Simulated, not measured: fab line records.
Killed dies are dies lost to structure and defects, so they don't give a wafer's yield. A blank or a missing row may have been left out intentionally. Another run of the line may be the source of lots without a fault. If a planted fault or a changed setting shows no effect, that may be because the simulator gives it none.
A lot that was struck, set against a sound lot | flow ritCmos | 14 steps out of a route of 202
Sound: the wafers L276.3, L276.4, L276.5. Wafers L295.1, L295.4, L295.6 were the ones struck. The cause comes at the end.
At each step with rows: each side's tool, then ch and its chambers, then its first start. Under that, the readings that differ: sound wafers | struck wafers | difference of the means | sigmas: that difference in standard deviations of wafers without a fault.
alike: same words and numbers on both sides, and readings whose means sit less than 2 such deviations apart. not compared: any withheld reading, any reading some wafer has no value for, any bound like >300 that may hide the same value, and any number with overlapping values for which the record gives no deviation.
A row with sigmas, a row that says differs or no value, or rows on one side alone: a step with any of these is where the two part. Numbers that have no deviation but don't overlap get no sigmas and don't part them. A reading that every wafer of one side lacks parts them only if that side has two wafers or more.

first, 1 step without rows for these wafers: RIT_SILICIDE_WET_ETCH_00 (etches SiO2 in BOE, target depth 14 nm, time 15 s).
RIT_SILICIDE_SPUTTER_01: material Ti, target thk 30 nm, time 240 s.
  sound on pvdSputter-03 at day 3 11:20; struck on pvdSputter-02 at day 7 06:29
  alike: throttleValvePct
RIT_SILICIDE_RS_MEAS_02: uses a four-point probe to measure.
  sound on filmMetro-02 at day 3 11:32; struck on filmMetro-02 at day 7 06:38
  alike: SILICIDE_TI_RS
RIT_SILICIDE_THK_MEAS_03: measures by xrf.
  sound on filmMetro-02 at day 3 11:38; struck on filmMetro-02 at day 7 06:45
  alike: SILICIDE_TI_THK
RIT_SILICIDE_RTA_04: time 10 s, ramp up 5 s, ramp down 5 s.
  sound on rtpAnneal-01 ch 0, day 3 11:41; struck on rtpAnneal-01 ch 0, day 7 06:49
  alike: wafer_temp_C_max
then, 1 step without rows for these wafers: RIT_SILICIDE_WET_ETCH_05 (etches Ti in SPM, time 120 s).
RIT_SILICIDE_RTA_06: time 10 s, ramp up 5 s, ramp down 10 s.
  sound on rtpAnneal-02 ch 0, day 3 11:48; struck on rtpAnneal-02 ch 0, day 7 06:55
  alike: wafer_temp_C_max
RIT_CONTACT_CVD_00: deposits SiO2 from TEOS, target thk 400 nm, time 63.41 s.
  sound on pecvd-03 ch 1,2, day 3 11:50; struck on pecvd-02 ch 1,2, day 7 06:59
  alike: heaterPowerW
  not compared: sinceWetCleanH
RIT_CONTACT_THK_MEAS_01:
  sound on filmMetro-03 at day 3 11:55; struck on filmMetro-01 at day 7 07:02
  alike: CONTACT_TEOS_THK
then, 3 steps without rows for these wafers: RIT_CONTACT_HMDS_02 (prime time 60 s); RIT_CONTACT_COAT_03 (resist thk 1000 nm); RIT_CONTACT_SOFTBAKE_04 (time 60 s).
RIT_CONTACT_EXPOSE_05: exposes mask M11, target cd 1000 nm.
  struck on ilineStepper-02, day 7 07:40; sound on ilineStepper-02 ch 0, day 3 12:26
  no value came back on the struck wafers for exposureDoseMJCm2, focusOffsetNm (nm); on the sound wafers exposureDoseMJCm2 reads 249.92 250.17 250.02
  alike: mask
next, for these wafers, 1 step has no rows: RIT_CONTACT_PEB_06.

WHERE THEY PART
Only at RIT_CONTACT_EXPOSE_05, as far as this record shows.

WHY: what had been put in by the simulator
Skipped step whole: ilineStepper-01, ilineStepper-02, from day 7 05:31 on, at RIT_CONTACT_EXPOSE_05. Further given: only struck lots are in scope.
